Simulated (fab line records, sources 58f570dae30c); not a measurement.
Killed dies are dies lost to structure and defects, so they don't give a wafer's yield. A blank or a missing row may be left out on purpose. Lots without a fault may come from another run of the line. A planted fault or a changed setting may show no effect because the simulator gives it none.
A struck lot beside a sound one | flow berkeley_cmos170 | 16 steps out of a route of 331
Sound: wafers L561.3, L561.4, L561.6. Struck: wafers L559.1, L559.3, L559.6. The cause comes at the end.
At each step with rows: each side's tool, then ch and its chambers, then its first start. Under that, the readings that differ: sound wafers | struck wafers | difference of the means | sigmas: that difference in standard deviations of wafers without a fault.
alike: readings whose means differ by less than 2 such deviations, and words and numbers that are the same on both sides. not compared: withheld readings, readings that some wafer has no value for, bounds like >300 that may hide the same value, and numbers for which the record gives no deviation and whose values overlap.
The two part at a step that has a row with sigmas, a row that says differs or no value, or rows on one side only. Numbers that don't overlap but have no deviation are shown without sigmas and don't part them. A reading that every wafer of one side lacks parts them only if that side has two wafers or more.

first, 3 steps without rows for these wafers: UCB170_PWELL_EXPOSE_10 (exposes mask PWELL, target cd 3000 nm); UCB170_PWELL_PEB_11; UCB170_PWELL_DEVELOP_12 (develop time 45 s).
UCB170_PWELL_OVL_MEAS_13:
  sound on overlay-02, day 6 11:32; struck on overlay-02, day 6 04:09
  alike: PWELL_OVL
UCB170_PWELL_ETCH_14: etches Si3N4 in CH3F/Ar/O2, stops on SiO2, target depth 242 nm, time 151 s.
  sound on rie_diel-04 ch 0,1,2, day 6 11:34; struck on rie_diel-02 ch 1,3, day 6 04:11
  alike: drypump_motor_current_A, mfc_ar_sccm, oes_product_au, throttle_valve_pct
  not compared: rf_hours_counter_h
then, 1 step without rows for these wafers: UCB170_PWELL_IMPLANT_15.
UCB170_PWELL_STRIP_16: strips in O2.
  sound on plasma_asher-04 ch 0,1, day 6 11:50; struck on plasma_asher-01 ch 0,1, day 6 04:26
  alike: drypump_motor_current_A, oes_product_au, strip_time_to_endpoint_s
  not compared: rf_hours_counter_h
UCB170_PWELL_TW_MEAS_17:
  sound on film_metro-03, day 6 11:56; struck on film_metro-03, day 6 04:32
  alike: PWELL_TW
then, 4 steps without rows for these wafers: UCB170_PWELL_CLEAN_18 (cleans in SPM, time 600 s); UCB170_PWELL_WET_ETCH_19 (etches Si3N4 in H3PO4, time 14400 s); UCB170_PWELL_WET_ETCH_20 (etches SiO2 in BOE, time 22 s); UCB170_WELLDRIVE_CLEAN_00 (cleans in SPM, time 600 s).
UCB170_WELLDRIVE_OXIDATION_01: target thk 199 nm, ox time 9000 s.
  sound on furnace-01 ch 0, day 6 20:49; struck on furnace-02 ch 0, day 6 17:41
UCB170_WELLDRIVE_THK_MEAS_02:
  sound on film_metro-02, day 7 00:20; struck on film_metro-01, day 6 21:11
  reading                  | sound       | struck      | difference | sigmas
  WELLDRIVE_OXIDE_THK (nm) | 198 203 201 | 299 306 305 | +103       | +27
then, 1 step without rows for these wafers: UCB170_WELLDRIVE_ANNEAL_03 (time 900 s).
UCB170_M3_PROBE_99:
  the record has rows for the sound wafers here (prober-01, day 11 22:40) and none for the struck ones

WHERE THEY PART
First at UCB170_WELLDRIVE_THK_MEAS_02; last, within this record, at UCB170_M3_PROBE_99.

WHY: what the simulator had put in
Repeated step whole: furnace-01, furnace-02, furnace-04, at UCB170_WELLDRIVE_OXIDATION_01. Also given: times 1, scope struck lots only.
